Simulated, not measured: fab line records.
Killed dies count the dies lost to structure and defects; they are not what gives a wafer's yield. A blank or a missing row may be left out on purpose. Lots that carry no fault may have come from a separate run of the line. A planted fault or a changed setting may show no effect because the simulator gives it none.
The tool behind it: which one? :: flow rit cmos :: Sampling: 15 lots, 45 wafers, 2 of 202 route steps

WHAT EACH GAUGE READ, for each wafer
No reading from a measuring or inspecting step in the record can be judged against a usual standard deviation.

WHICH TOOL RAN EACH LOT (tool, then ch and the chambers of the sampled wafers, then the start)
lot: L208
RIT_GATE_OXIDATION_05: furnace-01 ch 0, day 2 21:16
RIT_M1_PROBE_99: -

lot: L209
RIT_GATE_OXIDATION_05: furnace-03 ch 0, day 3 01:01
RIT_M1_PROBE_99: -

lot: L211
RIT_GATE_OXIDATION_05: furnace-03 ch 0, day 3 09:47
RIT_M1_PROBE_99: -

lot: L212
RIT_GATE_OXIDATION_05: furnace-04 ch 0, day 3 15:13
RIT_M1_PROBE_99: -

lot: L213
RIT_GATE_OXIDATION_05: furnace-01 ch 0, day 3 21:07
RIT_M1_PROBE_99: -

lot: L215
RIT_GATE_OXIDATION_05: furnace-04 ch 0, day 4 10:19
RIT_M1_PROBE_99: -

lot: L219
RIT_GATE_OXIDATION_05: furnace-04 ch 0, day 5 00:00
RIT_M1_PROBE_99: prober-02, day 6 03:29

lot: L221
RIT_GATE_OXIDATION_05: furnace-01 ch 0, day 5 11:47
RIT_M1_PROBE_99: -

lot: L222
RIT_GATE_OXIDATION_05: furnace-04 ch 0, day 5 21:10
RIT_M1_PROBE_99: prober-01, day 6 22:07

lot: L228
RIT_GATE_OXIDATION_05: furnace-01 ch 0, day 6 19:33
RIT_M1_PROBE_99: -

lot: L229
RIT_GATE_OXIDATION_05: furnace-01 ch 0, day 7 01:37
RIT_M1_PROBE_99: -

lot: L230
RIT_GATE_OXIDATION_05: furnace-03 ch 0, day 7 05:37
RIT_M1_PROBE_99: -

lot: L216
RIT_GATE_OXIDATION_05: furnace-04 ch 0, day 9 11:23
RIT_M1_PROBE_99: prober-01, day 10 15:44

lot: L217
RIT_GATE_OXIDATION_05: furnace-03 ch 0, day 9 15:32
RIT_M1_PROBE_99: prober-02, day 10 20:51

lot: L220
RIT_GATE_OXIDATION_05: furnace-01 ch 0, day 10 04:03
RIT_M1_PROBE_99: prober-01, day 11 06:53
- RIT_GATE_OXIDATION_05: target thk 3 nm, ox time 270 s.
- RIT_M1_PROBE_99

WHAT THE TOOLS THEMSELVES READ (means of the sampled wafers that have a number; where no wafer has one, the mark that the record gives instead)
RIT_GATE_OXIDATION_05. Usual: ox temp c 899.9 C, standard deviation 0.43; zone power source pct 27.0 %, standard deviation 2.
lot: L208
tool: furnace-01
ox temp c (C): 899.7
zone power source pct (%): 27.3
flag: 

lot: L209
tool: furnace-03
ox temp c (C): 900.6
zone power source pct (%): 24.3
flag: 

lot: L211
tool: furnace-03
ox temp c (C): 899.2
zone power source pct (%): 24.4
flag: 

lot: L212
tool: furnace-04
ox temp c (C): 899.6
zone power source pct (%): 29.1
flag: 

lot: L213
tool: furnace-01
ox temp c (C): 899.8
zone power source pct (%): 27.2
flag: 

lot: L215
tool: furnace-04
ox temp c (C): 900.2
zone power source pct (%): 29.4
flag: 

lot: L219
tool: furnace-04
ox temp c (C): 900.0
zone power source pct (%): 29.5
flag: 

lot: L221
tool: furnace-01
ox temp c (C): 899.4
zone power source pct (%): 27.3
flag: 

lot: L222
tool: furnace-04
ox temp c (C): 899.9
zone power source pct (%): 29.5
flag: 

lot: L228
tool: furnace-01
ox temp c (C): 900.2
zone power source pct (%): 27.1
flag: 

lot: L229
tool: furnace-01
ox temp c (C): 900.3
zone power source pct (%): 27.3
flag: 

lot: L230
tool: furnace-03
ox temp c (C): 900.0
zone power source pct (%): 24.7
flag: 

lot: L216
tool: furnace-04
ox temp c (C): 899.3
zone power source pct (%): 29.9
flag: 

lot: L217
tool: furnace-03
ox temp c (C): 899.6
zone power source pct (%): 24.7
flag: 

lot: L220
tool: furnace-01
ox temp c (C): 900.1
zone power source pct (%): 27.2
flag: 

RIT_M1_PROBE_99. Usual: killed at contacts 0.1, standard deviation 0.24; killed at front end 7, standard deviation 3.2; killed dies 7, standard deviation 3.2; killed open 3.4, standard deviation 2; killed short 3.5, standard deviation 2.2.
lot: L219
tool: prober-02
killed at contacts: 0.0
killed at front end: 6
killed dies: 6
killed open: 3.7
killed short: 2.0
flag: 

lot: L222
tool: prober-01
killed at contacts: 0.0
killed at front end: 9
killed dies: 9
killed open: 4.0
killed short: 5.0
flag: 

lot: L216
tool: prober-01
killed at contacts: 0.0
killed at front end: 7
killed dies: 7
killed open: 3.3
killed short: 3.3
flag: 

lot: L217
tool: prober-02
killed at contacts: 0.0
killed at front end: 5
killed dies: 5
killed open: 2.7
killed short: 2.3
flag: 

lot: L220
tool: prober-01
killed at contacts: 0.0
killed at front end: 8
killed dies: 8
killed open: 3.3
killed short: 4.7
flag: 

THE ANSWER, worked out from the rows above alone
Rule: lot off if the mean of its wafers having a number is beyond 3 standard deviations from the usual mean. Also off: a lot with no number at a reading for which 4 or more lots have one. The other lots that the step has rows for count as sound. The gauges are gone through in route order, then the tools' own readings, and for those a lot's mean is taken as printed above. At the first step where some lot is off, the reading lying furthest off is the one used; lots without a number count as furthest.
Nothing can be told from this: no lot is off at any reading shown.

WHAT THE SIMULATOR HAD PUT IN
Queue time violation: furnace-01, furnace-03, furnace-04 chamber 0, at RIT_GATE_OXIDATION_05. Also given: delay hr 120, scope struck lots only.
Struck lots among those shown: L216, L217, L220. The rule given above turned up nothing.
